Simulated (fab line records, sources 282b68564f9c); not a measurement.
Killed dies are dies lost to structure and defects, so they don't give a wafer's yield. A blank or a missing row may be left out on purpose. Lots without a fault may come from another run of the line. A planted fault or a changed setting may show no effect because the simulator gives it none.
Tool commonality check | flow rit_cmos | 16 lots, 60 wafers sampled

WHY IT WAS OPENED
At RIT_NWELL_OVL_MEAS_06 the reading NWELL_OVL is flagged on 4 of 16 lots. Wafers without a fault read -0.4 nm, standard deviation 1.4.
Rule: a lot is flagged when every wafer of it that has a number lies more than 4 standard deviations from that mean, or none has a number. The other lots count as sound.

lot  | measured    | on         | NWELL_OVL (nm), wafer by wafer            | flag
L320 | day 1 22:51 | overlay-01 | -2.5 -1.0 -1.8                            |
L321 | day 2 06:26 | overlay-02 | -2.7 -2.4 -1.3                            |
L322 | day 2 10:04 | overlay-01 | 1.1 0.0 0.6                               |
L323 | day 2 13:00 | overlay-02 | 0.2 -0.6 -2.0                             |
L324 | day 2 17:32 | overlay-01 | 0.5 2.2 1.2                               |
L325 | day 2 23:47 | overlay-01 | -0.6 -0.9 -0.6                            |
L326 | day 3 02:23 | overlay-02 | 1.1 0.0 0.0                               |
L328 | day 3 17:04 | overlay-02 | -180.6 -181.6 -181.3 -179.3 -180.7 -180.7 | FLAGGED
L330 | day 4 02:29 | overlay-01 | -180.7 -181.1 -178.9 -180.9 -180.1 -178.4 | FLAGGED
L331 | day 4 09:16 | overlay-02 | -181.2 -180.1 -178.9 -180.4 -179.4 -178.7 | FLAGGED
L332 | day 4 10:34 | overlay-02 | -179.3 -179.8 -181.3 -178.1 -179.6 -181.3 | FLAGGED
L334 | day 4 22:12 | overlay-02 | -1.8 0.2 -0.2                             |
L338 | day 5 16:30 | overlay-01 | -0.8 -3.0 -1.2                            |
L339 | day 5 20:10 | overlay-02 | 0.0 0.4 0.6                               |
L340 | day 6 02:42 | overlay-02 | -0.4 -1.2 -0.9                            |
L342 | day 6 15:19 | overlay-01 | -0.1 0.1 0.6                              |
The numbers of the flagged lots are -180.1 nm on average: -179.7 nm against the usual, or -99 or more standard deviations.

WHICH TOOL RAN EACH LOT
The record holds 1 process step before the reading, out of a route of 202 steps. In each cell: the tool, then ch and the chambers that the sampled wafers went through, then the start.
lot  | flag    | RIT_NWELL_EXPOSE_03
L320 |         | iline_stepper-02 ch 0, day 1 22:27
L321 |         | iline_stepper-02 ch 0, day 2 06:01
L322 |         | iline_stepper-01 ch 0, day 2 09:38
L323 |         | iline_stepper-02 ch 0, day 2 12:34
L324 |         | iline_stepper-01 ch 0, day 2 17:07
L325 |         | iline_stepper-02 ch 0, day 2 23:22
L326 |         | iline_stepper-02 ch 0, day 3 01:58
L328 | FLAGGED | iline_stepper-02 ch 0, day 3 16:40
L330 | FLAGGED | iline_stepper-02 ch 0, day 4 02:03
L331 | FLAGGED | iline_stepper-02 ch 0, day 4 08:51
L332 | FLAGGED | iline_stepper-02 ch 0, day 4 10:08
L334 |         | iline_stepper-01 ch 0, day 4 21:47
L338 |         | iline_stepper-01 ch 0, day 5 16:04
L339 |         | iline_stepper-01 ch 0, day 5 19:44
L340 |         | iline_stepper-01 ch 0, day 6 02:16
L342 |         | iline_stepper-01 ch 0, day 6 14:53
What these steps do:
- RIT_NWELL_EXPOSE_03: exposes mask M2, target cd 43900 nm.
- RIT_NWELL_OVL_MEAS_06

FLAGGED OVER TOTAL, TOOL BY TOOL (the gauges that took the reading come last)
step                  | tool             | lots run | flagged | share of the flagged lots | sound lots run after its first flagged lot
RIT_NWELL_EXPOSE_03   | iline_stepper-01 | 7        | 0       | none                      | -
RIT_NWELL_EXPOSE_03   | iline_stepper-02 | 9        | 4       | all                       | 0
RIT_NWELL_OVL_MEAS_06 | overlay-01       | 7        | 1       | some                      | 2 (L338,L342)
RIT_NWELL_OVL_MEAS_06 | overlay-02       | 9        | 3       | some                      | 3 (L334,L339,L340)

WHAT THE TABLE ALLOWS
1 row of the table ran every flagged lot: iline_stepper-02 at RIT_NWELL_EXPOSE_03.
- iline_stepper-02 at RIT_NWELL_EXPOSE_03: 4 of its 9 lots flagged. Its last sound lot is L326 (day 3 01:58), its first flagged lot L328 (day 3 16:40): a fault that began between those two fits.
One tool is left: iline_stepper-02 at RIT_NWELL_EXPOSE_03.

WHAT THE SIMULATOR HAD PUT IN
Scanner matching overlay: iline_stepper-02, from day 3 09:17 on, at RIT_NWELL_EXPOSE_03. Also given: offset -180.
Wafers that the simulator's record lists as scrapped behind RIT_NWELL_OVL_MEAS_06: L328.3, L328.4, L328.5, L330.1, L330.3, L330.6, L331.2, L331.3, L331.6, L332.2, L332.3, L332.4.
Lots struck among those shown: L328, L330, L331, L332. The rule above found the same.
